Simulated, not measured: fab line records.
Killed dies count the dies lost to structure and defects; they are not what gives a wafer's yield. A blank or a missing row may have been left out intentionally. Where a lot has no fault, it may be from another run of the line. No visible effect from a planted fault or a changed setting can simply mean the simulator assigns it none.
Chamber matching ; flow berkeley cmos170 ; UCB170_V2_CVD_00 on pecvd-01 has 3 sister chambers
The step deposits SiO2 from TEOS/O2, target thk 2000 nm, time 250 s. 6 wafers are shown with their chamber, then 7 later ones without.

== WAFERS, EACH WITH ITS CHAMBER ==
wafer;chamber;heater power w (W);susceptor temp C (C)
L502.2;1;217;389.77
L500.2;0;366;390.05
L500.5;0;259;390.23
L500.6;2;195;390.24
L507.1;2;259;390.15
L507.4;1;202;390.06

== WAFERS MISSING THEIR CHAMBER ==
wafer;heater power w (W);susceptor temp C (C)
L507.6;193;390.07
L509.1;262;390.18
L509.2;244;389.42
L509.5;301;389.86
L521.2;307;389.84
L521.4;274;389.75
L521.6;268;390.16

== EACH ONE'S CHAMBER ==
wafer;from the rows above;in truth
L507.6;can't be placed: 2 or 1 or 0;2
L509.1;can't be placed: 2 or 0 or 1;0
L509.2;can't be placed: 1 or 0 or 2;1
L509.5;can't be placed: 1 or 0 or 2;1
L521.2;can't be placed: 1 or 0 or 2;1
L521.4;can't be placed: 1 or 0 or 2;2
L521.6;can't be placed: 2 or 0 or 1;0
Correctly placed: 0 of 7. Unplaceable from these rows: 7, with the true chamber sitting among the candidates in 7. 0 placed wrongly.
How it was worked out, from the rows above alone: a wafer's distance from a chamber is the root of the sum, over the readings, of the square of ((its reading less the chamber's mean) divided by the reading's scatter). If the next closest chamber is less than 2 further off than the closest, the wafer can't be placed; otherwise it belongs to the closest. For every chamber, the mean is computed from those of its wafers that are shown. The scatter: the root of (the sum of the squares of (reading less its chamber's mean) over the shown wafers, divided by (wafers less chambers)).
